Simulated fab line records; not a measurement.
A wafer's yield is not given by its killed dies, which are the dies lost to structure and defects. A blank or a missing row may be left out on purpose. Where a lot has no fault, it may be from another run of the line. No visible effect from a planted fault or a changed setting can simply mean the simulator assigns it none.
Code-filled problem report in 8D (eight disciplines) form	flow rit cmos	the parts of the form that need people (team, actions taken, sign-off) are left out

1. WHAT IS WRONG
Wafers without a fault read 199.7 W, standard deviation 0.61; rf fwd power W at RIT_CONTACT_ETCH_11 reads a mean of 119.7 W on 6 wafers belonging to 2 lots. So: -99 or more standard deviations from the usual mean.
The step: etches SiO2 in CHF3/CF4/Ar, stops on TiSi2, target depth 480 nm, time 320 s.
First seen on wafer L820.1, day 5 10:33, on rie diel-04. The record has a number at this step for 42 wafers belonging to 14 lots. The rule behind "out" and "out of limits": a value lying over 4 standard deviations away from the usual mean. Any other wafer with a number is counted as sound.

2. WHAT IT IS, WHAT IT ISN'T
question	is	is not
which readings at this step	rf fwd power W	throttle valve pct
which lots	L820, L825	L811, L812, L813, L814, L815, L816, L817, L818, L819, L830, L833, L834
which wafers of those lots	all that have a number	-
read on which tools	rie diel-04	rie diel-01, rie diel-02
when	from day 5 10:33	up to then (27 sound wafers); but 9 sound wafers of L830, L833, L834 came after

3. THE SUSPECTS, EACH WITH WHAT RULES IT OUT
Counting: a tool at any process step up to the reading remains a suspect when it ran all the lots that are out and ran no sound lot after the first of those.
- rie diel-04 at RIT_CONTACT_ETCH_11 (etches SiO2 in CHF3/CF4/Ar, stops on TiSi2, target depth 480 nm, time 320 s): kept. It processed each lot that is out, first L820 at day 5 10:33, and no sound lot thereafter; up to then, the last sound lot it processed was L819 at day 5 02:34. Out on those wafers are its own readings of rf fwd power W.
The count leaves rie diel-04 at RIT_CONTACT_ETCH_11.

4. THE CAUSE (what the simulator had put in)
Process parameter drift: rie diel-04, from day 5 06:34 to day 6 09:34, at RIT_CONTACT_ETCH_11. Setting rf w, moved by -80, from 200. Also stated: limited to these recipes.
Only this tool survived the counting.

5. SEQUENCE OF EFFECTS, ordered by route
Each row: a reading where the mean over the struck wafers with a number is more than 3 standard deviations away from the usual. Only readings whose record carries a usual standard deviation are examined. hours: median over the lots of the time between each lot's start at the first step of this table that gives one and its start at this step. sigmas: the change, counted in usual standard deviations.
hours	step	reading	usual	on struck wafers	change	sigmas
0	RIT_CONTACT_ETCH_11	rf fwd power W	199.7 W	119.7	-80.0	-99 or more
The process steps in it:
- RIT_CONTACT_ETCH_11: etches SiO2 in CHF3/CF4/Ar, stops on TiSi2, target depth 480 nm, time 320 s.

6. HOW IT WOULD HAVE BEEN CAUGHT EARLIER
In this record no reading fell out of limits until day 5 10:33, 4 hours after the fault had begun at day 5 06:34.
